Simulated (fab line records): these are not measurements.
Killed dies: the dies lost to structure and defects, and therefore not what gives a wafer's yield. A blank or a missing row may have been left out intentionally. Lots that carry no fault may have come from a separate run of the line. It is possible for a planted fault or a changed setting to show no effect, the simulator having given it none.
2 desks, one fault    flow berkeley-cmos170    what lay behind the numbers comes last; until then each desk has only its own

## AT THE METROLOGY DESK
What the gauges read, lot by lot, whatever tool the lot ran on: means of the sampled wafers that have a number. If a lot's mean is further than 4 standard deviations from the usual mean, the lot is out of limits and carries the mark OUT (the distance appears in the brackets).
Columns: A = M3_AL_RS at UCB170_M3_RS_MEAS_02, usual 0.0321 ohm/sq; B = M3_AL_THK at UCB170_M3_THK_MEAS_03, usual 895 nm
lot   first seen here  A                 B
L364  day 7 11:17      0.0324            884
L365  day 7 19:02      0.0320            897
L368  day 8 12:20      0.0316            910
L366  day 8 13:03      0.0320            901
L369  day 8 13:18      0.0320            895
L370  day 9 04:59      0.0321            903
L373  day 9 12:23      0.0324            876
L374  day 9 13:19      0.0322            897
L376  day 10 00:34     0.0324            879
L377  day 10 07:42     0.0318            897
L381  day 11 00:41     0.0322            899
L383  day 11 20:52     0.0278 (-14) OUT  1089 (+18) OUT
L386  day 12 08:53     0.0317            918
This desk's result: L383 out of limits, first on L383 (M3_AL_RS at UCB170_M3_RS_MEAS_02), day 11 20:52. L364, L365, L368, L366, L369, L370, L373, L374, L376, L377, L381, L386 stayed within limits.

## THE TOOL OWNER'S DESK: pvd-sputter-04
The tool's own readings at UCB170_M3_SPUTTER_01 (material Al, target thk 900 nm, time 120 s): means of the sampled wafers that have a number, for each lot that ran on this tool. If a lot's mean is further than 4 standard deviations from the usual mean, the lot is out of limits and carries the mark OUT (the distance appears in the brackets).
Columns: A = throttle-valve-pct at UCB170_M3_SPUTTER_01, usual 30.0 %
lot   first seen here  A
L364  day 7 11:11      30.6
L369  day 8 13:13      29.2
L377  day 10 07:34     31.1
L383  day 11 20:47     31.1
This desk found nothing out of limits on any of the 4 lots.

## ALL TOGETHER
On L383, the metrology desk was in a position to raise an alarm at day 11 20:52.
Nothing out of limits was seen by the tool owner's desk.
Tool owner's desk: L383 on record, inside its limits.
UCB170_M3_SPUTTER_01 was run on pvd-sputter-04 by each of the lots named.

## WHAT THE SIMULATOR HAD INSERTED
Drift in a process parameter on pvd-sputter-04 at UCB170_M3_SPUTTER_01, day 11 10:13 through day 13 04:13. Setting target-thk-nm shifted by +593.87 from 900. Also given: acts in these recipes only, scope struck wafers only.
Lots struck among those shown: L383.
Hours from the fault's start to each desk's first reading out of limits: the metrology desk, 11.
